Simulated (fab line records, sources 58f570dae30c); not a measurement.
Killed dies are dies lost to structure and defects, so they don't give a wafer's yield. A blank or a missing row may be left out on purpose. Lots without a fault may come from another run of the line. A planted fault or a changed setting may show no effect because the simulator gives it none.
fab line records | flow berkeley_cmos170 | part 1 of 2: steps 1 to 28 of 39
record lots=5 wafers=15 last_day=11
route steps=331 shown M2@279 V2@292 M3@309
lots that met no fault: from a run of the same line without faults
start_h: hours from the record's first day to the start of the lot's first wafer shown | wait_h: hours since the lot's step before | " the same as in the row above | L1.1+2: a row that stands for several wafers | - no value, or no start given | * or withheld: withheld | < > ~ a bound
route shown NAME@n: a module of which the file shows steps, and the number in the route of the first | usual: mean/standard deviation of fault-free wafers | same: alike in all rows | chamber/n: place in a boat | sites: the reading at each site | _std_site: their standard deviation | _edge_site: outer sites' mean less inner sites' | radius_mm: how far each site lies from the wafer's centre | mask NAME#n: copy n | behind: the tool/chamber that last shaped the wafer | hold: why the lot was held/for how many hours/how that ended | device: the transistor (n, p or np) that didn't switch | end of line: the same wafers' tests at the end of the route | a step without rows: its recipe alone | killed: dies lost to structure and defects at the first sort, not the wafer's yield | map: a wafer's dies, x killed, . not, _ none there
set.NAME: the setting as run; set.NAME@STEP: as run at that earlier step | model.NAME: the simulator's own value behind a step, which no gauge read
lots at some steps of the route; a table a step, a row a wafer
services: from which hour (start_h, from the record's first day; less than 0 if before it) a tool's chamber was out of use, for how many hours, and why
## steps
# step UCB170_M2_STRIP_08
# recipe chemistry=DMSO temp_c=80 time_s=600 material=KrF
# columns lot.wafer tool chamber start_h wait_h
L074.1+3+5 wet_bench-03 0 156.31 0.1
L082.2+3+6 wet_bench-03 1 183.19 1.0
L085.1+3+4 wet_bench-03 1 195.72 0.1
L086.1+2+6 wet_bench-03 0 202.92 0.1
L093.1+4+6 wet_bench-03 3 254.80 1.0
# step UCB170_M2_COAT_09
# recipe resist=BARC temp_c=withheld time_s=withheld spin_rpm=3000 resist_thk_nm=withheld
# usual dispense_pressure_kPa=49.7/2.1
# columns lot.wafer tool chamber start_h wait_h dispense_pressure_kPa
L074.1 litho_track-01 0 157.73 1.3 47.4
L074.3 " 0 " " 47.4
L074.5 " 0 " " 47.5
L082.2 litho_track-04 0 184.32 1.0 52.6
L082.3 " 0 " " 52.6
L082.6 " 0 " " 52.6
L085.1 litho_track-02 0 195.89 0.0 49.9
L085.3 " 0 " " 49.9
L085.4 " 0 " " 50.0
L086.1 litho_track-04 0 203.21 0.1 52.6
L086.2 " 0 " " 52.6
L086.6 " 0 " " 52.6
L093.1 litho_track-04 0 255.20 0.2 52.6
L093.4 " 0 " " 52.6
L093.6 " 0 " " 52.6
# step UCB170_M2_COAT_10
# recipe resist=KrF spin_rpm=1500 resist_thk_nm=900
# usual dispense_pressure_kPa=49.7/2.1
# columns lot.wafer tool chamber start_h wait_h dispense_pressure_kPa
L074.1 litho_track-01 0 - - 47.4
L074.3 " 0 " " 47.4
L074.5 " 0 " " 47.5
L082.2 litho_track-04 0 - - 52.6
L082.3 " 0 " " 52.6
L082.6 " 0 " " 52.6
L085.1 litho_track-02 0 - - 49.9
L085.3 " 0 " " 50.0
L085.4 " 0 " " 50.0
L086.1 litho_track-04 0 - - 52.6
L086.2 " 0 " " 52.6
L086.6 " 0 " " 52.6
L093.1 litho_track-04 0 - - 52.6
L093.4 " 0 " " 52.6
L093.6 " 0 " " 52.6
# step UCB170_M2_SOFTBAKE_11
# recipe resist=KrF temp_c=130 time_s=60
# columns lot.wafer tool chamber start_h wait_h
L074.1+3+5 litho_track-01 0 - -
L082.2+3+6 litho_track-04 0 - -
L085.1+3+4 litho_track-02 0 - -
L086.1+2+6 litho_track-04 0 - -
L093.1+4+6 litho_track-04 0 - -
# step UCB170_M2_EXPOSE_12
# recipe mask_id=METAL2 target_cd_nm=700 na=0.5 sigma_outer=0.6 source_shape=conventional dose_mj=26
# columns lot.wafer tool chamber start_h wait_h mask
L074.1+3+5 krf_scanner-01 0 158.31 - METAL2#0
L082.2+3+6 krf_scanner-02 0 - - METAL2#0
L085.1+3+4 krf_scanner-02 0 196.47 - METAL2#0
L086.1+2+6 krf_scanner-02 0 203.66 - METAL2#0
L093.1+4+6 krf_scanner-02 0 255.93 - METAL2#0
# step UCB170_M2_PEB_13
# recipe peb_temp_c=130 peb_time_s=withheld resist=KrF
# columns lot.wafer tool chamber start_h wait_h
L074.1+3+5 litho_track-01 0 159.36 1.0
L082.2+3+6 litho_track-02 0 - -
L085.1+3+4 litho_track-04 0 196.58 0.1
L086.1+2+6 litho_track-04 0 203.77 0.1
L093.1+4+6 litho_track-02 0 256.20 0.3
# step UCB170_M2_DEVELOP_14
# recipe developer=TMAH develop_time_s=45 resist=KrF dev_temp_c=21
# columns lot.wafer tool chamber start_h wait_h
L074.1+3+5 litho_track-01 0 - -
L082.2+3+6 litho_track-02 0 - -
L085.1+3+4 litho_track-04 0 - -
L086.1+2+6 litho_track-04 0 - -
L093.1+4+6 litho_track-02 0 - -
# step UCB170_M2_CD_MEAS_15
# recipe target_cd_nm=700
# usual cd_nm=700.3/1.5
# columns lot.wafer tool chamber start_h wait_h cd_nm
L074.1 cd_sem-02 - 159.63 - 697.6
L074.3 " - " " 697.4
L074.5 " - " " 698.6
L082.2 cd_sem-01 - 186.52 - 699.4
L082.3 " - " " 699.4
L082.6 " - " " 699.7
L085.1 cd_sem-01 - 197.37 - 699.6
L085.3 " - " " 700.7
L085.4 " - " " 701.2
L086.1 cd_sem-01 - 204.05 - 701.2
L086.2 " - " " 700.4
L086.6 " - " " 701.3
L093.1 cd_sem-01 - 256.48 - 702.6
L093.4 " - " " 701.2
L093.6 " - " " 702.6
# step UCB170_M2_OVL_MEAS_16
# usual M2_OVL=1/5.6
# columns lot.wafer tool chamber start_h wait_h M2_OVL[nm]
L074.1 overlay-01 - 159.75 0.1 -5
L074.3 " - " " -6
L074.5 " - " " 0
L082.2 overlay-02 - 186.63 0.1 -6
L082.3 " - " " 3
L082.6 " - " " -6
L085.1 overlay-02 - 197.49 0.1 4
L085.3 " - " " 4
L085.4 " - " " 4
L086.1 overlay-02 - 204.17 0.1 1
L086.2 " - " " -8
L086.6 " - " " -5
L093.1 overlay-01 - 256.60 0.1 6
L093.4 " - " " -9
L093.6 " - " " -4
# step UCB170_M2_ETCH_17
# recipe chemistry=N2/H2 target_depth_a=withheld overetch_a=withheld target=BARC time_s=withheld source_w=500 bias_w=100 pressure_mtorr=30 n2_flow_sccm=100 h2_flow_sccm=200
# usual drypump_motor_current_A=5.7/0.4 n2_flow_sccm=100.0/0.31 oes_product_au=0.996/0.018 throttle_valve_pct=13.33/0.18
# columns lot.wafer tool chamber start_h wait_h drypump_motor_current_A n2_flow_sccm oes_product_au throttle_valve_pct
L074.1 rie_diel-04 1 159.82 0.1 5.9 99.6 1.017 13.18
L074.3 " 2 " " 5.3 100.0 0.983 13.09
L074.5 " 2 " " 5.3 99.6 0.981 13.11
L082.2 rie_diel-04 0 186.66 0.0 5.3 100.3 0.988 13.36
L082.3 " 1 " " 5.9 100.2 1.003 13.18
L082.6 " 1 " " 5.9 100.0 1.010 13.17
L085.1 rie_diel-04 2 197.53 0.0 5.3 99.8 0.957 13.09
L085.3 " 3 " " 5.8 99.8 0.977 13.69
L085.4 " 1 " " 5.9 100.2 1.020 13.17
L086.1 rie_diel-04 2 204.20 0.0 5.3 100.1 0.950 13.07
L086.2 " 0 " " 5.3 100.0 0.978 13.34
L086.6 " 1 " " 5.9 100.3 1.022 13.17
L093.1 rie_diel-04 0 256.63 0.0 5.2 100.2 0.987 13.36
L093.4 " 1 " " 5.9 100.4 1.012 13.17
L093.6 " 1 " " 5.9 100.6 1.007 13.16
# step UCB170_M2_METAL_ETCH_18
# recipe chemistry=Cl2/BCl3 target=Al stop_on=SiO2 pressure_mtorr=12 target_depth_a=11700 over_etch_frac=0.3 time_s=195 icp_w=600 bias_w=120 Cl2_flow_sccm=90 bcl3_flow_sccm=45
# usual drypump_motor_current_A=5.6/0.46 oes_product_au=0.853/0.018 throttle_valve_pct=24.54/0.27
# columns lot.wafer tool chamber start_h wait_h drypump_motor_current_A oes_product_au rf_hours_counter_h throttle_valve_pct
L074.1 rie_metal-01 0 159.86 - 6.3 0.852 6 24.37
L074.3 " 0 " " 6.3 0.857 - 24.37
L074.5 " 1 " " 5.1 0.851 - 24.57
L082.2 rie_metal-03 1 186.70 - 6.0 0.862 0 25.09
L082.3 " 0 " " 5.4 0.826 - 24.42
L082.6 " 0 " " 5.3 0.828 - 24.42
L085.1 rie_metal-01 1 197.57 - 5.2 0.832 12 24.58
L085.3 " 1 " " 5.2 0.829 - 24.60
L085.4 " 0 " " 6.3 0.855 - 24.37
L086.1 rie_metal-04 0 204.25 - 5.3 0.877 3 24.60
L086.2 " 1 " " 5.1 0.862 10 24.23
L086.6 " 1 " " 5.1 0.863 - 24.23
L093.1 rie_metal-04 0 256.67 - 5.2 0.870 4 24.60
L093.4 " 1 " " 5.1 0.851 - 24.21
L093.6 " 1 " " 5.1 0.852 - 24.24
# step UCB170_M2_STRIP_19
# recipe chemistry=O2 power_w=400 pressure_mtorr=3500 platen_temp_c=withheld o2_flow_sccm=400 overash_fraction=0.5
# usual drypump_motor_current_A=5.9/0.54 oes_product_au=0.537/0.02
# columns lot.wafer tool chamber start_h wait_h drypump_motor_current_A oes_product_au rf_hours_counter_h
L074.1 plasma_asher-03 1 160.05 0.1 6.1 0.577 46
L074.3 " 0 " " 6.2 0.576 -
L074.5 " 1 " " 6.2 0.524 -
L082.2 plasma_asher-03 0 186.88 0.1 6.3 0.530 50
L082.3 " 1 " " 6.1 0.530 -
L082.6 " 0 " " 6.3 0.518 -
L085.1 plasma_asher-03 0 197.76 0.1 6.2 0.526 52
L085.3 " 0 " " 6.2 0.535 -
L085.4 " 1 " " 6.2 0.568 -
L086.1 plasma_asher-04 0 204.43 0.1 4.9 0.502 11
L086.2 " 1 " " 6.6 0.527 11
L086.6 " 1 " " 6.6 0.525 -
L093.1 plasma_asher-01 0 256.86 0.1 5.8 0.510 46
L093.4 " 1 " " 5.5 0.533 -
L093.6 " 0 " " 5.8 0.533 -
# step UCB170_M2_CD_MEAS_90
# recipe target_cd_nm=700
# usual cd_nm=697/3.2
# columns lot.wafer tool chamber start_h wait_h cd_nm
L074.1 cd_sem-02 - 160.15 0.1 696
L074.3 " - " " 696
L074.5 " - " " 693
L082.2 cd_sem-02 - 187.00 0.1 692
L082.3 " - " " 699
L082.6 " - " " 702
L085.1 cd_sem-01 - 197.91 0.1 694
L085.3 " - " " 698
L085.4 " - " " 700
L086.1 cd_sem-02 - 204.53 0.1 696
L086.2 " - " " 698
L086.6 " - " " 701
L093.1 cd_sem-02 - 256.96 0.1 699
L093.4 " - " " 703
L093.6 " - " " 701
# step UCB170_V2_CVD_00
# recipe material=SiO2 target_thk_nm=2000 temp_c=390 precursor=TEOS/O2 time_s=250 rf_w=550 pressure_mtorr=9000
# usual heater_power_w=259/53
# columns lot.wafer tool chamber start_h wait_h heater_power_w
L074.1 pecvd-03 0 160.27 0.1 319
L074.3 " 1 " " 304
L074.5 " 2 " " 179
L082.2 pecvd-04 2 187.10 0.1 266
L082.3 " 0 " " 253
L082.6 " 1 " " 330
L085.1 pecvd-01 2 198.03 0.1 376
L085.3 " 1 " " 328
L085.4 " 1 " " 232
L086.1 pecvd-01 1 204.65 0.1 316
L086.2 " 2 " " 314
L086.6 " 0 " " 179
L093.1 pecvd-03 2 257.08 0.1 184
L093.4 " 1 " " 217
L093.6 " 0 " " 349
# step UCB170_V2_THK_MEAS_01
# recipe reads=SiO2_of_V2_CVD_00
# usual V2_TEOS_THK=1995/31
# columns lot.wafer tool chamber start_h wait_h V2_TEOS_THK[nm]
L074.1 film_metro-03 - 160.42 0.1 1950
L074.3 " - " " 1930
L074.5 " - " " 2004
L082.2 film_metro-03 - 187.27 0.1 1943
L082.3 " - " " 1976
L082.6 " - " " 2070
L085.1 film_metro-03 - 198.19 0.1 2013
L085.3 " - " " 2024
L085.4 " - " " 2052
L086.1 film_metro-03 - 204.81 0.1 2026
L086.2 " - " " 2048
L086.6 " - " " 2031
L093.1 film_metro-02 - 257.24 0.1 1997
L093.4 " - " " 2001
L093.6 " - " " 2021
# step UCB170_V2_CMP_02
# recipe material=SiO2 down_force_psi=6 platen_rpm=60 pad_velocity_m_s=0.75398
# usual motor_current_A=15.6/1.2 retaining_ring_pressure_frac=1.000/0.0043
# columns lot.wafer tool chamber start_h wait_h motor_current_A retaining_ring_pressure_frac
L074.3 cmp-02 3 160.58 0.1 15.2 1.000
L074.1 " 0 " " 15.6 0.999
L074.5 " 1 " " 16.5 0.995
L082.2 cmp-01 0 187.32 0.0 13.9 0.997
L082.3 " 2 " " 15.6 0.998
L082.6 " 0 " " 15.3 1.002
L085.1 cmp-01 1 198.25 0.1 18.1 1.001
L085.4 " 2 " " 15.2 1.004
L085.3 " 3 " " 12.6 0.996
L086.2 cmp-02 3 204.97 0.1 15.8 1.006
L086.1 " 0 " " 15.9 1.003
L086.6 " 2 " " 15.6 1.006
L093.4 cmp-01 1 257.30 0.0 16.9 1.002
L093.1 " 2 " " 16.0 1.000
L093.6 " 2 " " 15.6 1.001
# step UCB170_V2_BOW_MEAS_03
# recipe mode=bow
# usual V2_BOW=38/6.1
# columns lot.wafer tool chamber start_h wait_h V2_BOW[um]
L074.1 film_metro-02 - 160.78 0.1 34
L074.3 " - " " 41
L074.5 " - " " 34
L082.2 film_metro-04 - 187.64 0.3 41
L082.3 " - " " 36
L082.6 " - " " 36
L085.1 film_metro-03 - 198.55 0.2 41
L085.3 " - " " 33
L085.4 " - " " 36
L086.1 film_metro-02 - 205.17 0.1 41
L086.2 " - " " 37
L086.6 " - " " 41
L093.1 film_metro-03 - 257.60 0.2 36
L093.4 " - " " 29
L093.6 " - " " 29
# step UCB170_V2_THK_MEAS_04
# recipe reads=SiO2_of_V2_CVD_00
# usual V2_POLISHED_THK=1000.9/1.2
# columns lot.wafer tool chamber start_h wait_h V2_POLISHED_THK[nm]
L074.1 film_metro-02 - 160.90 0.1 1000.8
L074.3 " - " " 1000.4
L074.5 " - " " 1001.8
L082.2 film_metro-04 - 187.75 0.1 1001.2
L082.3 " - " " 1001.6
L082.6 " - " " 1002.0
L085.1 film_metro-03 - 198.67 0.1 998.2
L085.3 " - " " 999.7
L085.4 " - " " 1001.2
L086.1 film_metro-02 - 205.29 0.1 998.5
L086.2 " - " " 999.8
L086.6 " - " " 998.8
L093.1 film_metro-03 - 257.72 0.1 1001.2
L093.4 " - " " 1001.9
L093.6 " - " " 1001.7
# step UCB170_V2_CLEAN_05
# recipe chemistry=DIW
# columns lot.wafer tool chamber start_h wait_h
L074.1+3+5 wet_bench-03 1 160.96 0.1
L082.2+3+6 wet_bench-03 0 187.80 0.0
L085.1+3+4 wet_bench-03 2 198.73 0.1
L086.1+2+6 wet_bench-03 2 205.35 0.1
L093.1+4+6 wet_bench-03 1 257.78 0.1
# step UCB170_V2_HMDS_06
# recipe prime_time_s=60 prime_temp_c=100
# usual prime_temp_c=100.01/0.16
# columns lot.wafer tool chamber start_h wait_h prime_temp_c
L074.1 litho_track-01 0 161.46 0.3 99.95
L074.3 " 0 " " 100.11
L074.5 " 0 " " 100.07
L082.2 litho_track-03 0 188.49 0.5 99.80
L082.3 " 0 " " 99.81
L082.6 " 0 " " 100.01
L085.1 litho_track-01 0 198.90 0.0 99.95
L085.3 " 0 " " 100.16
L085.4 " 0 " " 100.16
L086.1 litho_track-01 0 205.84 0.3 99.84
L086.2 " 0 " " 100.04
L086.6 " 0 " " 100.02
L093.1 litho_track-02 0 258.02 0.0 100.33
L093.4 " 0 " " 100.22
L093.6 " 0 " " 100.05
# step UCB170_V2_COAT_07
# recipe resist=KrF spin_rpm=1500 resist_thk_nm=900
# usual dispense_pressure_kPa=49.7/2.5
# columns lot.wafer tool chamber start_h wait_h dispense_pressure_kPa
L074.1 litho_track-01 0 161.61 0.1 47.5
L074.3 " 0 " " 47.4
L074.5 " 0 " " 47.4
L082.2 litho_track-03 0 188.64 0.1 53.6
L082.3 " 0 " " 53.6
L082.6 " 0 " " 53.6
L085.1 litho_track-01 0 199.05 0.1 47.4
L085.3 " 0 " " 47.4
L085.4 " 0 " " 47.4
L086.1 litho_track-01 0 205.99 0.1 47.4
L086.2 " 0 " " 47.4
L086.6 " 0 " " 47.5
L093.1 litho_track-02 0 258.17 0.1 49.9
L093.4 " 0 " " 49.9
L093.6 " 0 " " 50.0
# step UCB170_V2_SOFTBAKE_08
# recipe resist=KrF temp_c=130 time_s=60
# columns lot.wafer tool chamber start_h wait_h
L074.1+3+5 litho_track-01 0 161.76 0.1
L082.2+3+6 litho_track-03 0 188.79 0.1
L085.1+3+4 litho_track-01 0 199.20 0.1
L086.1+2+6 litho_track-01 0 206.14 0.1
L093.1+4+6 litho_track-02 0 258.32 0.1
# step UCB170_V2_EXPOSE_09
# recipe mask_id=VIA2 target_cd_nm=700 na=0.5 sigma_outer=0.6 source_shape=conventional dose_mj=37
# columns lot.wafer tool chamber start_h wait_h mask
L074.1+3+5 krf_scanner-01 0 161.91 0.1 VIA2#0
L082.2+3+6 krf_scanner-02 0 189.06 0.2 VIA2#0
L085.1+3+4 krf_scanner-02 0 199.48 0.2 VIA2#0
L086.1+2+6 krf_scanner-02 0 206.29 0.1 VIA2#0
L093.1+4+6 krf_scanner-02 0 258.58 0.2 VIA2#0
# step UCB170_V2_PEB_10
# recipe peb_temp_c=130 peb_time_s=withheld resist=KrF
# columns lot.wafer tool chamber start_h wait_h
L074.1+3+5 litho_track-02 0 162.62 0.7
L082.2+3+6 litho_track-03 0 189.18 0.1
L085.1+3+4 litho_track-03 0 199.66 0.2
L086.1+2+6 litho_track-01 0 206.74 0.4
L093.1+4+6 litho_track-03 0 258.74 0.1
# step UCB170_V2_DEVELOP_11
# recipe developer=TMAH develop_time_s=45 resist=KrF dev_temp_c=21
# columns lot.wafer tool chamber start_h wait_h
L074.1+3+5 litho_track-02 0 - -
L082.2+3+6 litho_track-03 0 - -
L085.1+3+4 litho_track-03 0 - -
L086.1+2+6 litho_track-01 0 - -
L093.1+4+6 litho_track-03 0 - -
# step UCB170_V2_CD_MEAS_12
# recipe target_cd_nm=700
# usual cd_nm=699.8/1.7
# columns lot.wafer tool chamber start_h wait_h cd_nm
L074.1 cd_sem-01 - 162.90 - 699.0
L074.3 " - " " 699.5
L074.5 " - " " 698.6
L082.2 cd_sem-02 - 189.45 - 701.2
L082.3 " - " " 701.1
L082.6 " - " " 700.3
L085.1 cd_sem-01 - 199.94 - 701.6
L085.3 " - " " 701.7
L085.4 " - " " 702.0
L086.1 cd_sem-02 - 207.01 - 700.8
L086.2 " - " " 701.5
L086.6 " - " " 699.3
L093.1 cd_sem-02 - 259.01 - 700.2
L093.4 " - " " 699.9
L093.6 " - " " 700.4
# step UCB170_V2_OVL_MEAS_13
# usual V2_OVL=-4/6.1
# columns lot.wafer tool chamber start_h wait_h V2_OVL[nm]
L074.1 overlay-02 - 163.02 0.1 6
L074.3 " - " " -4
L074.5 " - " " -2
L082.2 overlay-02 - 189.56 0.1 -3
L082.3 " - " " -6
L082.6 " - " " -1
L085.1 overlay-02 - 200.06 0.1 -3
L085.3 " - " " -2
L085.4 " - " " -2
L086.1 overlay-01 - 207.13 0.1 -1
L086.2 " - " " 1
L086.6 " - " " 0
L093.1 overlay-02 - 259.13 0.1 -7
L093.4 " - " " -5
L093.6 " - " " -7
# step UCB170_V2_ETCH_14
# recipe chemistry=CHF3/CF4/Ar target=SiO2 stop_on=Al CHF3_flow_sccm=45 cf4_flow_sccm=15 Ar_flow_sccm=150 pressure_mtorr=200 rf_w=700 target_depth_a=12500 over_etch_frac=0.25 time_s=291
# usual CHF3_flow_sccm=44.97/0.14 drypump_motor_current_A=5.6/0.36 oes_product_au=0.872/0.017 throttle_valve_pct=7.00/0.13
# columns lot.wafer tool chamber start_h wait_h CHF3_flow_sccm drypump_motor_current_A oes_product_au rf_hours_counter_h throttle_valve_pct
L074.1 rie_diel-04 2 163.05 0.0 45.38 5.3 0.881 156 6.85
L074.3 " 0 " " 45.07 5.2 0.872 82 6.99
L074.5 " 2 " " 45.18 5.3 0.877 - 6.87
L082.2 rie_diel-02 1 189.59 0.0 45.08 5.4 0.866 1 6.91
L082.3 " 2 " " 44.82 5.5 0.900 2 6.95
L082.6 " 1 " " 44.83 5.4 0.856 - 6.92
L085.1 rie_diel-02 0 200.09 0.0 44.94 6.1 0.867 17 7.12
L085.3 " 2 " " 45.24 5.5 0.906 3 6.93
L085.4 " 1 " " 44.88 5.4 0.849 2 6.92
L086.1 rie_diel-03 2 207.17 0.0 44.99 5.8 0.874 14 7.19
L086.2 " 1 " " 44.95 5.0 0.895 128 6.87
L086.6 " 2 " " 45.01 5.7 0.871 - 7.22
L093.1 rie_diel-04 2 259.17 0.0 44.97 5.3 0.850 3 6.88
L093.4 " 1 " " 44.79 5.8 0.898 133 6.92
L093.6 " 1 " " 44.95 5.9 0.898 - 6.91
